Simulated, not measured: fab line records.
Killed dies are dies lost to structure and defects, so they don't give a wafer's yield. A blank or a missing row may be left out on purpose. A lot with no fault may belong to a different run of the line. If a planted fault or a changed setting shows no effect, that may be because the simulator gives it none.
A struck lot beside a sound one + flow berkeley_cmos170 + 44 steps out of a route of 331
Sound: the wafers L982.2, L982.5, L982.6. Wafers struck: L985.2, L985.3, L985.5. The cause comes at the end.
For every step that has rows: the tool of each side, followed by ch and its chambers, followed by its first start. Under that, the readings that differ: sound wafers + struck wafers + difference of the means + sigmas: that difference in standard deviations of wafers without a fault.
alike: readings whose means differ by less than 2 such deviations, and words and numbers that are the same on both sides. not compared: withheld readings, readings that some wafer has no value for, bounds like >300 that may hide the same value, and numbers for which the record gives no deviation and whose values overlap.
Wherever a step has rows on one side only, a row that says differs or no value, or a row with sigmas, the two part there. Non-overlapping numbers with no deviation appear without sigmas and do not part them. A reading that every wafer of one side lacks parts them only if that side has two wafers or more.

UCB170_GATE_STRIP_16: strips in O2.
  sound on plasma_asher-04 ch 0,1, day 7 06:02; struck on plasma_asher-02 ch 0,1, day 7 16:47
  alike: drypump_motor_current_A, oes_product_au
  not compared: rf_hours_counter_h
UCB170_GATE_CD_MEAS_90: the cd target is 350 nm.
  sound on cd_sem-02, day 7 06:09; struck on cd_sem-02, day 7 16:54
  alike: cd_nm
then, 7 steps without rows for these wafers: UCB170_GATE_CLEAN_17 (cleans in SPM, time 600 s); UCB170_PLDD_HMDS_00 (prime time 60 s); UCB170_PLDD_COAT_01 (resist thk 900 nm); UCB170_PLDD_SOFTBAKE_02 (time 60 s); UCB170_PLDD_EXPOSE_03 (exposes mask PSELECT, target cd 1200 nm); UCB170_PLDD_PEB_04; UCB170_PLDD_DEVELOP_05 (develop time 45 s).
UCB170_PLDD_CD_MEAS_06: the cd target is 1200 nm.
  sound on cd_sem-01, day 7 08:04; struck on cd_sem-02, day 7 18:14
  alike: cd_nm
UCB170_PLDD_OVL_MEAS_07:
  sound on overlay-01, day 7 08:11; struck on overlay-02, day 7 18:21
| reading       | sound    | struck  | difference | sigmas |
|---------------|----------|---------|------------|--------|
| PLDD_OVL (nm) | 11 14 10 | -3 -4 4 | -13        | -2     |
then, 1 step without rows for these wafers: UCB170_PLDD_IMPLANT_08.
UCB170_PLDD_IMPLANT_09:
  sound on implanter-01 ch 0, day 7 08:23; struck on implanter-01 ch 0, day 7 18:33
| reading                   | sound             | struck            | difference | sigmas |
|---------------------------|-------------------|-------------------|------------|--------|
| implant_ion_amu           | 49 49 49          | 11 11 11          | -38        |        |
| model.implant.rp_nm (nm)  | 9.893 9.893 9.893 | 33.1 33.1 33.1    | +23.2      |        |
| model.implant.drp_nm (nm) | 6.005 6.005 6.005 | 17.11 17.11 17.11 | +11.11     |        |
  alike: beam_on_s, end_station_pressure_torr
then, 1 step without rows for these wafers: UCB170_PLDD_STRIP_10 (strips in O2).
UCB170_PLDD_TW_MEAS_11:
  sound on film_metro-01, day 7 08:37; struck on film_metro-04, day 7 18:47
| reading | sound          | struck      | difference | sigmas |
|---------|----------------|-------------|------------|--------|
| PLDD_TW | 1003 1007 1002 | 871 874 875 | -131       | -30    |
then, 7 steps without rows for these wafers: UCB170_PLDD_CLEAN_12 (cleans in SPM, time 600 s); UCB170_NLDD_HMDS_00 (prime time 60 s); UCB170_NLDD_COAT_01 (resist thk 900 nm); UCB170_NLDD_SOFTBAKE_02 (time 60 s); UCB170_NLDD_EXPOSE_03 (exposes mask NSELECT, target cd 1200 nm); UCB170_NLDD_PEB_04; UCB170_NLDD_DEVELOP_05 (develop time 45 s).
UCB170_NLDD_CD_MEAS_06: the cd target is 1200 nm.
  sound on cd_sem-02, day 7 10:05; struck on cd_sem-02, day 7 20:08
  alike: cd_nm
UCB170_NLDD_OVL_MEAS_07:
  sound on overlay-02, day 7 10:11; struck on overlay-02, day 7 20:14
  alike: NLDD_OVL
then, 2 steps without rows for these wafers: UCB170_NLDD_IMPLANT_08; UCB170_NLDD_IMPLANT_09.
UCB170_NLDD_STRIP_10: strips in O2.
  sound on plasma_asher-04 ch 0,1, day 7 10:41; struck on plasma_asher-04 ch 0,1, day 7 20:34
  alike: drypump_motor_current_A, oes_product_au, strip_time_to_endpoint_s
  not compared: rf_hours_counter_h
UCB170_NLDD_TW_MEAS_11:
  sound on film_metro-01, day 7 10:48; struck on film_metro-04, day 7 20:41
  alike: NLDD_TW
then, 1 step without rows for these wafers: UCB170_NLDD_CLEAN_12 (cleans in SPM, time 600 s).
UCB170_SPACER_CVD_00: deposits SiO2 from TEOS/O2, target thk 376 nm, time 47 s.
  sound on pecvd-02 ch 0,1, day 7 11:02; struck on pecvd-02 ch 0,1, day 7 20:54
  alike: heater_power_w
UCB170_SPACER_THK_MEAS_01:
  sound on film_metro-02, day 7 11:05; struck on film_metro-03, day 7 20:58
  alike: SPACER_TEOS_THK
then, 1 step without rows for these wafers: UCB170_SPACER_ANNEAL_02 (time 1800 s).
UCB170_SPACER_ETCHBACK_03: etches SiO2 in CHF3/CF4/Ar, stops on Si, target depth 376 nm, time 100 s.
  sound on rie_diel-02 ch 0,3, day 7 15:34; struck on rie_diel-02 ch 2,3, day 7 23:15
  alike: drypump_motor_current_A, oes_product_au, throttle_valve_pct
  not compared: rf_hours_counter_h
then, 4 steps without rows for these wafers: UCB170_PSD_HMDS_00 (prime time 60 s); UCB170_PSD_COAT_01 (resist thk 900 nm); UCB170_PSD_SOFTBAKE_02 (time 60 s); UCB170_PSD_EXPOSE_03 (exposes mask PSELECT MOD, target cd 1200 nm).
UCB170_PSD_PEB_04:
  sound on litho_track-04 ch 0, day 7 16:48; struck on litho_track-04 ch 0, day 8 00:31
  alike: plate_sensor_t_centre_C, plate_sensor_t_edge_C
then, 1 step without rows for these wafers: UCB170_PSD_DEVELOP_05 (develop time 45 s).
UCB170_PSD_CD_MEAS_06: the cd target is 1200 nm.
  sound on cd_sem-01, day 7 17:04; struck on cd_sem-01, day 8 00:47
  alike: cd_nm
UCB170_PSD_OVL_MEAS_07:
  sound on overlay-02, day 7 17:10; struck on overlay-01, day 8 00:53
  alike: PSD_OVL
then, 1 step without rows for these wafers: UCB170_PSD_IMPLANT_08.
UCB170_SDANNEAL_RS_MEAS_04: a four-point-probe measurement.
  sound on film_metro-01, day 7 20:26; struck on film_metro-03, day 8 04:34
| reading          | sound                | struck            | difference | sigmas |
|------------------|----------------------|-------------------|------------|--------|
| PLDD_RS (ohm/sq) | 1036.6 1038.0 1038.9 | 935.4 939.2 937.5 | -100.5     | -42    |
then, 1 step without rows for these wafers: UCB170_M3_PROBE_99.

== WHERE THEY PART ==
Last at UCB170_SDANNEAL_RS_MEAS_04 as far as this record goes, first at UCB170_PLDD_OVL_MEAS_07.

WHY: whatever the simulator had introduced
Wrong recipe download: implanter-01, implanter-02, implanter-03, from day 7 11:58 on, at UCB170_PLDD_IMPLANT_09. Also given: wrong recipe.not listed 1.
